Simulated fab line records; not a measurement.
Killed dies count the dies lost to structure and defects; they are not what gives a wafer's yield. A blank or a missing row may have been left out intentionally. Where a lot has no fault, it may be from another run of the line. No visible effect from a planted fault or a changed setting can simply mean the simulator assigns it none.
8D (eight disciplines) problem report, filled in by code    flow rit-cmos    the parts of the form that need people (team, actions taken, sign-off) are left out

## 1. WHAT IS WRONG
killed-at-front-end at RIT_M1_PROBE_99 reads a mean of 38.8 on 6 wafers of 2 lots; wafers without a fault read 7.1 with a standard deviation of 2.8. That is +11 standard deviations from the usual mean.
First seen on wafer L568.3, day 7 08:52, on prober-02. At this step, 6 wafers from 2 lots have a number in the record. The rule behind "out" and "out of limits": a value lying over 4 standard deviations away from the usual mean. All remaining wafers that have a number are taken as sound.

## 2. WHAT IT IS; WHAT IT IS NOT
question                     is                                is not
which readings at this step  killed-at-front-end, killed-dies  killed-open, killed-short
which lots                   L568, L569                        -
which wafers of those lots   all that have a number            -
read on which tools          prober-01, prober-02              -
when                         from day 7 08:52                  up to then (0 sound wafers)

## 3. SUSPECTS, AND WHAT RULES EACH OUT
Counting: any tool at a process step up to the reading is kept as a suspect provided that every lot that is out went through it and no sound lot did after the first of them.
- plasma-asher-01 at RIT_PWELL_STRIP_09 (strips in O2, time 180 s): kept. It ran every lot that is out, first L568 (day 5 06:31), and no sound lot after that.
Left after counting: plasma-asher-01 at RIT_PWELL_STRIP_09.

## 4. THE CAUSE (what the simulator had put in)
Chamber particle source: plasma-asher-01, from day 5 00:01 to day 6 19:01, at RIT_PWELL_STRIP_09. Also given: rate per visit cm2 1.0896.
After counting, this tool was the only one left.

## 5. THE EFFECT CHAIN, in route order
Each row: a reading where the mean over the struck wafers with a number is more than 3 standard deviations away from the usual. Only readings for which the record gives a usual standard deviation are gone through. hours: the time from each lot's start at the first step in this table that gives one to its start at this step, as a median over the lots. sigmas: the change in usual standard deviations.
hours  step             reading              usual  on struck wafers  change  sigmas
0      RIT_M1_PROBE_99  killed-at-front-end  7.1    38.8              +31.7   +11
0      RIT_M1_PROBE_99  killed-dies          7.1    39.0              +31.9   +11
0      RIT_M1_PROBE_99  killed-on-rim        1.9    7.0               +5.1    +3.4
Process steps it contains:
- RIT_M1_PROBE_99

## 6. WHAT WOULD HAVE CAUGHT IT SOONER
57 hours passed between the start of the fault at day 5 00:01 and the first reading out of limits in this record, taken at day 7 08:52.
No tool reading at RIT_PWELL_STRIP_09 that has a usual standard deviation in the record was out on any struck wafer, so an alarm limit of 4 standard deviations on those readings would not have fired.
Lots out: 2; all had begun RIT_PWELL_STRIP_09 on plasma-asher-01 by day 7 08:52. Holding the tool at that point would not have protected any of them.
